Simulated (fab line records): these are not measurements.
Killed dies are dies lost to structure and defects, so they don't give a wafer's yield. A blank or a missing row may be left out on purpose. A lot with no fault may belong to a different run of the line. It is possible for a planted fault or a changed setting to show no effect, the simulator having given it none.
Which tool was responsible?	flow rit cmos	39 wafers from 13 lots sampled at 6 of the route's 202 steps

WHAT THE GAUGES READ, wafer by wafer
RIT_NLDD_TW_MEAS_10.
lot	measured	on	NLDD_TW
L704	day 3 04:10	film metro-03	2524 2522 2532
L705	day 3 10:15	film metro-02	2456 2456 2455
L706	day 3 10:17	film metro-04	2513 2526 2518
L707	day 3 16:12	film metro-04	2513 2527 2507
L708	day 3 16:50	film metro-02	2444 2467 2448
L711	day 4 10:35	film metro-04	2523 2528 2523
L714	day 5 01:17	film metro-03	2525 2539 2524
L715	day 5 12:12	film metro-02	2468 2477 2487
L719	day 6 02:58	film metro-02	2459 2459 2452
L721	day 6 09:56	film metro-04	2498 2496 2498
L723	day 6 19:23	film metro-04	2509 2512 2519
L725	day 7 05:06	film metro-03	2516 2522 2507
L727	day 7 17:34	film metro-03	2525 2505 2520

RIT_SILICIDE_RS_MEAS_02: measurement is done with a four-point probe.
lot	measured	on	SILICIDE_TI_RS (ohm/sq)
L704	day 3 12:56	film metro-01	49.2 49.8 49.9
L705	day 3 18:59	film metro-04	49.4 49.4 49.5
L706	day 3 20:27	film metro-04	50.2 49.9 50.7
L707	day 4 00:54	film metro-04	49.6 49.5 49.2
L708	day 4 02:20	film metro-04	50.3 51.3 50.3
L711	day 4 19:17	film metro-02	50.1 50.8 50.4
L714	day 5 09:23	film metro-02	47.3 49.9 50.2
L715	day 5 20:14	film metro-01	49.7 50.0 50.3
L719	day 6 11:09	film metro-04	50.0 50.5 49.8
L721	day 6 18:17	film metro-04	49.8 50.2 50.8
L723	day 7 03:59	film metro-01	50.4 50.0 50.8
L725	day 7 13:28	film metro-01	50.0 49.9 50.9
L727	day 8 03:59	film metro-02	50.0 50.4 50.0

RIT_SILICIDE_THK_MEAS_03: measures by xrf.
lot	measured	on	SILICIDE_TI_THK (nm)
L704	day 3 13:04	film metro-01	29.3 28.9 29.2
L705	day 3 19:07	film metro-04	29.4 29.5 29.6
L706	day 3 20:34	film metro-04	29.3 29.4 29.2
L707	day 4 00:59	film metro-04	29.5 29.5 29.6
L708	day 4 02:28	film metro-04	29.1 28.7 29.0
L711	day 4 19:23	film metro-02	29.4 29.1 29.2
L714	day 5 09:29	film metro-02	30.8 29.5 29.3
L715	day 5 20:20	film metro-01	29.0 29.1 28.8
L719	day 6 11:16	film metro-04	29.4 29.1 29.4
L721	day 6 18:23	film metro-04	29.5 29.3 29.1
L723	day 7 04:06	film metro-01	28.7 29.0 28.7
L725	day 7 13:34	film metro-01	28.9 29.1 28.6
L727	day 8 04:06	film metro-02	29.3 29.0 29.4

RIT_CONTACT_CD_MEAS_08: the cd target is 1000 nm.
lot	measured	on	cd nm (nm)
L704	day 3 14:23	cd sem-01	999.5 999.2 998.7
L705	day 3 20:33	cd sem-01	1003.1 1002.5 1003.5
L706	day 3 21:55	cd sem-01	1004.7 1003.5 1003.6
L707	day 4 02:20	cd sem-01	997.7 1000.0 997.5
L708	day 4 03:57	cd sem-01	1002.5 1001.7 1005.4
L711	day 4 20:46	cd sem-01	1002.4 1003.7 1003.5
L714	day 5 10:52	cd sem-02	1002.5 1003.3 1003.5
L715	day 5 21:48	cd sem-02	998.7 998.5 998.3
L719	day 6 12:42	cd sem-01	1004.8 1006.4 1004.5
L721	day 6 19:43	cd sem-02	999.3 1001.1 998.2
L723	day 7 05:28	cd sem-01	1005.5 1003.0 1004.4
L725	day 7 14:53	cd sem-02	997.7 999.1 999.4
L727	day 8 05:26	cd sem-02	1002.6 1001.0 1001.6

RIT_M1_CD_MEAS_09: the cd target is 2600 nm.
lot	measured	on	cd nm (nm)
L704	day 3 17:05	cd sem-02	2597.1 2598.6 2598.1
L705	day 3 23:19	cd sem-01	2599.3 2599.6 2597.8
L706	day 4 00:28	cd sem-01	2596.0 2597.5 2598.8
L707	day 4 04:50	cd sem-02	2600.3 2601.3 2599.8
L708	day 4 06:35	cd sem-01	2600.7 2601.0 2600.2
L711	day 4 23:17	cd sem-02	2601.9 2602.7 2600.1
L714	day 5 13:37	cd sem-02	2605.0 2605.7 2603.5
L715	day 6 00:20	cd sem-01	2598.0 2598.3 2598.4
L719	day 6 15:26	cd sem-01	2602.1 2600.6 2600.4
L721	day 6 22:24	cd sem-01	2599.6 2602.4 2601.3
L723	day 7 08:01	cd sem-02	2600.0 2604.3 2601.8
L725	day 7 17:31	cd sem-02	2599.4 2596.9 2597.3
L727	day 8 08:04	cd sem-01	2601.8 2598.0 2601.1

WHAT TOOL EACH LOT RAN ON (gives the tool, then ch and the chambers of the sampled wafers, and finally the start)
lot	RIT_SILICIDE_SPUTTER_01
L704	pvd sputter-04, day 3 12:47
L705	pvd sputter-04, day 3 18:50
L706	pvd sputter-02, day 3 20:17
L707	pvd sputter-04, day 4 00:41
L708	pvd sputter-02, day 4 02:11
L711	pvd sputter-01, day 4 19:09
L714	pvd sputter-04, day 5 09:13
L715	pvd sputter-02, day 5 20:03
L719	pvd sputter-02, day 6 10:59
L721	pvd sputter-02, day 6 18:07
L723	pvd sputter-02, day 7 03:50
L725	pvd sputter-02, day 7 13:17
L727	pvd sputter-02, day 8 03:50
- RIT_SILICIDE_SPUTTER_01: material Ti, target thk 30 nm, time 229.8 s.

WHAT THE TOOLS THEMSELVES READ (means of the sampled wafers that have a number; where no wafer has one, the mark that the record gives instead)
RIT_SILICIDE_SPUTTER_01.
lot	tool	cathode dc power W (W)	chamber pressure pa (Pa)	substrate temp c (C)	throttle valve pct (%)
L704	pvd sputter-04	350.03	0.6684	24.93	31.0
L705	pvd sputter-04	350.04	0.6662	24.96	30.7
L706	pvd sputter-02	350.04	0.6679	25.07	30.0
L707	pvd sputter-04	350.01	0.6672	24.96	30.2
L708	pvd sputter-02	349.94	0.6679	24.95	29.8
L711	pvd sputter-01	349.99	0.6661	24.96	30.4
L714	pvd sputter-04	349.97	0.6668	25.00	30.5
L715	pvd sputter-02	349.99	0.6666	24.99	29.9
L719	pvd sputter-02	350.01	0.6673	24.98	29.7
L721	pvd sputter-02	350.00	0.6663	24.94	29.5
L723	pvd sputter-02	350.01	0.6671	25.01	30.1
L725	pvd sputter-02	349.97	0.6661	24.85	29.8
L727	pvd sputter-02	349.98	0.6689	25.06	29.9

THE ANSWER, worked out from the rows above alone
Rule: the lots themselves supply what counts as usual. The widest of any qualifying gaps counts: lots, ordered by their means at a reading, are off when they make up no more than a third of the lots, leave a main group of 4 or more, and stand apart from it by 3 or more times the standard deviation of that group's means. The tables above print the reading to a certain number of digits; a main group whose means all agree to those digits is not used. Also off: a lot with no number at a reading for which 4 or more lots have one. Any other lot the step has rows for is counted as sound. Order of review: gauges by route order, followed by the tools' own readings, for which a lot's mean as printed above is used. At the first step where some lot is off, the reading lying furthest off is the one used; lots without a number count as furthest.
None of the lots is off at any reading shown; this tells nothing.

WHAT WAS PUT IN BY THE SIMULATOR
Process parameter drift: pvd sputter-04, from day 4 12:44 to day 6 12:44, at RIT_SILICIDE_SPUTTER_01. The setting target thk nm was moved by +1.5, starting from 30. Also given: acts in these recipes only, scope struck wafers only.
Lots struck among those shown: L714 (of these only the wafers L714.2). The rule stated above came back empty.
